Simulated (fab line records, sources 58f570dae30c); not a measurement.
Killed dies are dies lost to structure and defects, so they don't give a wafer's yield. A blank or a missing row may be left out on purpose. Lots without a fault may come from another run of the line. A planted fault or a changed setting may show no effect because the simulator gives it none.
Problem report in the 8D (eight disciplines) form, filled by code | flow berkeley_cmos170 | the parts of the form that need people (team, actions taken, sign-off) are left out

1. THE PROBLEM
exposure_dose_mJ_cm2 at UCB170_PVT_EXPOSE_03 reads a mean of 31.17 on 9 wafers of 3 lots; wafers without a fault read 30.00 with a standard deviation of 0.032. That is +36 standard deviations from the usual mean.
The step: exposes mask NWELL, target cd 3000 nm.
First seen on wafer L483.1, day 6 18:19, on krf_scanner-01. The record holds 45 wafers of 15 lots with a number at this step. Rule for "out", or "out of limits": more than 4 standard deviations from the usual mean. The other wafers with a number count as sound.

2. WHAT IT IS AND WHAT IT IS NOT
question                    | is                     | is not
which readings at this step | exposure_dose_mJ_cm2   | -
which lots                  | L483, L484, L485       | L478, L479, L480, L489, L490, L491, L495, L496, L497, L498, L499, L500
which wafers of those lots  | all that have a number | -
read on which tools         | krf_scanner-01         | krf_scanner-02
when                        | from day 6 18:19       | up to then (9 sound wafers); but 27 sound wafers of L489, L490, L491, L495, L496, L497, L498, L499, L500 came after

3. SUSPECTS, AND WHAT RULES EACH OUT
Counting: a tool at a process step up to the reading stays a suspect if it ran every lot that is out and no sound lot after the first of them.
- krf_scanner-01 at UCB170_PVT_EXPOSE_03 (exposes mask NWELL, target cd 3000 nm): kept. It ran every lot that is out, first L483 (day 6 18:19), and no sound lot after that; its last sound lot up to then is L479 (day 5 23:16). Its own readings are out on those wafers: exposure_dose_mJ_cm2.
Left after counting: krf_scanner-01 at UCB170_PVT_EXPOSE_03.

4. THE CAUSE (what the simulator had put in)
Process parameter drift: krf_scanner-01, from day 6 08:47 on, at UCB170_PVT_EXPOSE_03. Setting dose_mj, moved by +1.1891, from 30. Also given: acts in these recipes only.
Counting left only this tool.

5. THE CHAIN OF EFFECTS, in route order
Each row: a reading whose mean over the struck wafers that have a number lies more than 3 standard deviations from the usual. Only readings for which the record gives a usual standard deviation are gone through. hours: the time from each lot's start at the first step in this table that gives one to its start at this step, as a median over the lots. sigmas: the change in usual standard deviations.
hours | step                 | reading              | usual | on struck wafers | change | sigmas
0     | UCB170_PVT_EXPOSE_03 | exposure_dose_mJ_cm2 | 30.00 | 31.17            | +1.17  | +36
The process steps in it:
- UCB170_PVT_EXPOSE_03: exposes mask NWELL, target cd 3000 nm.

6. WHAT WOULD HAVE CAUGHT IT SOONER
In this record the first reading out of limits was taken at day 6 18:19, 10 hours after the fault began at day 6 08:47.
